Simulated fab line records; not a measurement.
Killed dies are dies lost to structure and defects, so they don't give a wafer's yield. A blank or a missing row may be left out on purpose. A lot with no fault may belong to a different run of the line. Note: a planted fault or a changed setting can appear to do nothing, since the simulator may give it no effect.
What tool caused it? | flow ritCmos | 13 lots, 39 wafers sampled, at 2 steps of a route of 202

== WHAT THE GAUGES READ, wafer by wafer ==
The record holds no reading of a measuring or inspecting step that can be judged against a usual standard deviation.

== WHICH TOOL RAN EACH LOT (tool, then ch and the chambers of the sampled wafers, then the start) ==
lot  | RIT_ACTIVE_CLEAN_16           | RIT_M1_PROBE_99
L328 | wetBench-01 ch 3, day 1 15:40 | -
L329 | wetBench-01 ch 0, day 1 20:26 | -
L330 | wetBench-04 ch 3, day 2 01:20 | -
L331 | wetBench-03 ch 0, day 2 06:19 | -
L332 | wetBench-03 ch 0, day 2 11:43 | -
L333 | wetBench-03 ch 0, day 2 16:19 | -
L334 | wetBench-01 ch 0, day 2 21:26 | -
L335 | wetBench-03 ch 3, day 3 02:30 | prober-02, day 4 20:35
L343 | wetBench-01 ch 0, day 4 18:26 | -
L348 | wetBench-04 ch 1, day 5 20:16 | -
L349 | wetBench-01 ch 3, day 6 00:29 | -
L350 | wetBench-04 ch 3, day 6 05:27 | prober-01, day 7 23:16
L351 | wetBench-04 ch 0, day 6 10:27 | -
- RIT_ACTIVE_CLEAN_16: cleans in dHF, time 30 s.
- RIT_M1_PROBE_99

== AS READ BY THE TOOLS THEMSELVES (means over the sampled wafers that have a number; for cases with no such wafer, the mark the record gives instead) ==
RIT_M1_PROBE_99. Usual: killed_at_M0_to_M3 0.0, standard deviation 0.16; killedAtContacts 0.1, standard deviation 0.3; killedAtFrontEnd 7.1, standard deviation 3; killedDies 7.3, standard deviation 3; killedOpen 3.6, standard deviation 2; killedShort 3.5, standard deviation 1.9.
lot  | tool      | killed_at_M0_to_M3 | killedAtContacts | killedAtFrontEnd | killedDies | killedOpen | killedShort | flag
L335 | prober-02 | 0.0                | 0.0              | 49.0             | 49.0       | 2.7        | 3.3         | OFF
L350 | prober-01 | 0.0                | 0.0              | 5.3              | 5.3        | 3.3        | 2.0         | 

== THE ANSWER, worked out from the rows above alone ==
Rule: lot off if the mean of its wafers having a number is beyond 3 standard deviations from the usual mean. A lot without any number at a reading at which 4 lots or more have one is off too. Any other lot the step has rows for is counted as sound. First the gauges in route order, then the tools' own readings, where a lot's mean is used as printed above. The first step at which some lot is off is used, and at that step the reading that is off furthest; a lot without a number counts as furthest.
Off at RIT_M1_PROBE_99 (killedAtFrontEnd): L335. Neither off nor sound, because the step has no rows for them: L328, L329, L330, L331, L332, L333, L334, L343, L348, L349, L351.
A tool fits if, at that step or a process step before it, it ran every lot that is off, and no sound lot after the first of them. Can't be told from this: 2 tools fit, wetBench-03 at RIT_ACTIVE_CLEAN_16, prober-02 at RIT_M1_PROBE_99.

== WHAT WAS PUT IN BY THE SIMULATOR ==
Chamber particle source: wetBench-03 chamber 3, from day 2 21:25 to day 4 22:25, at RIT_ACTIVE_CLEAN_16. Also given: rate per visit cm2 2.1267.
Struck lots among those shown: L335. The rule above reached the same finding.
